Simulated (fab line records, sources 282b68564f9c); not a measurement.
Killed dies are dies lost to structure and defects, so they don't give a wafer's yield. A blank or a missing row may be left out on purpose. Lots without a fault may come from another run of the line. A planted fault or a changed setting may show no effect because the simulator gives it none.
Split-lot experiment | flow rit_cmos | 5 lots, 23 wafers read, on a route of 202 steps

THE SPLIT
At RIT_NWELL_IMPLANT_08, the setting energy_kev was moved away from the recipe's 170 on 10 of the 23 wafers read, by -5.8% to +5.7%. The other wafers ran this setting at the recipe's value.

The reading is taken at the split's own step.

THE READING
implant.drp_nm (the simulator's own value, which no gauge read), in nm, at RIT_NWELL_IMPLANT_08. The file gives no usual value for it.

wafer  | tool, chamber at the split | energy_kev as run | against the recipe | implant.drp_nm, nm | against lot-mates on the recipe
L074.2 | implanter-01, 0            | 170               | recipe             | 68.82              | -
L074.5 | implanter-01, 0            | 170               | recipe             | 68.82              | -
L074.6 | implanter-01, 0            | 170               | recipe             | 68.82              | -
L077.1 | implanter-03, 0            | 170               | recipe             | 68.82              | -
L077.2 | implanter-03, 0            | 170               | recipe             | 68.82              | -
L077.5 | implanter-03, 0            | 170               | recipe             | 68.82              | -
L077.3 | implanter-03, 0            | 173.6             | +2.1%              | 69.91              | +1.09
L077.4 | implanter-03, 0            | 173.6             | +2.1%              | 69.91              | +1.09
L078.1 | implanter-03, 0            | 170               | recipe             | 68.82              | -
L078.3 | implanter-03, 0            | 170               | recipe             | 68.82              | -
L078.2 | implanter-03, 0            | 164.2             | -3.4%              | 67.09              | -1.73
L078.4 | implanter-03, 0            | 164.2             | -3.4%              | 67.09              | -1.73
L078.6 | implanter-03, 0            | 164.2             | -3.4%              | 67.09              | -1.73
L081.1 | implanter-01, 0            | 170               | recipe             | 68.82              | -
L081.4 | implanter-01, 0            | 170               | recipe             | 68.82              | -
L081.5 | implanter-01, 0            | 170               | recipe             | 68.82              | -
L081.2 | implanter-01, 0            | 179.7             | +5.7%              | 71.74              | +2.92
L081.3 | implanter-01, 0            | 179.7             | +5.7%              | 71.74              | +2.92
L084.2 | implanter-03, 0            | 170               | recipe             | 68.82              | -
L084.6 | implanter-03, 0            | 170               | recipe             | 68.82              | -
L084.3 | implanter-03, 0            | 160.1             | -5.8%              | 65.85              | -2.97
L084.4 | implanter-03, 0            | 160.1             | -5.8%              | 65.85              | -2.97
L084.5 | implanter-03, 0            | 160.1             | -5.8%              | 65.85              | -2.97

THE FIT
A straight line over all 23 wafers: implant.drp_nm changes by +0.51 nm for each +1% of energy_kev; r = +1.00; the points scatter about the line by 0.0046 nm.
The same after taking each lot's own level away (the mean of its wafers on the recipe; 23 wafers): +0.51 nm for each +1%; r = +1.00; scatter 0.0046 nm.
On that fit, the largest move of energy_kev shifts the reading by 3 nm.
The lots' own levels span 68.820 to 68.820 nm.
So the lot-to-lot level changes the slope little: the two slopes agree.
Check: with one of the wafers moved furthest among these (-5.8%) left out of the fit, the line predicts -2.97 nm for it against its lot-mates. It came out at -2.97 nm against them.

OTHER SPLITS ON THESE WAFERS
These wafers also went through other splits before the reading. Each is held against what the fit with the lots' levels taken away leaves over:
other split on the same wafers    | wafers away from the commonest value | r with implant.drp_nm (lot level and that fit taken away)
RIT_ACTIVE_OXIDATION_01 ox_time_s | 10                                   | -0.11
RIT_ACTIVE_COAT_06 spin_rpm       | 6                                    | -0.02
RIT_FOX2_OXIDATION_00 ox_time_s   | 18                                   | +0.22

THE WHOLE CHAIN: every reading that the file lists as answering this split, in the file's order
step                 | what it does | reading                                                         | change (the file's fit)               | r (the file's)
RIT_NWELL_IMPLANT_08 |              | implant.rp_nm (the simulator's own value, which no gauge read)  | +2.18 nm for each +1% of the setting  | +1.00
RIT_NWELL_IMPLANT_08 |              | implant.drp_nm (the simulator's own value, which no gauge read) | +0.511 nm for each +1% of the setting | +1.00

THE FILE'S OWN FIT
implant.drp_nm changes by +0.511 nm for each +1% of energy_kev, r = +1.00.
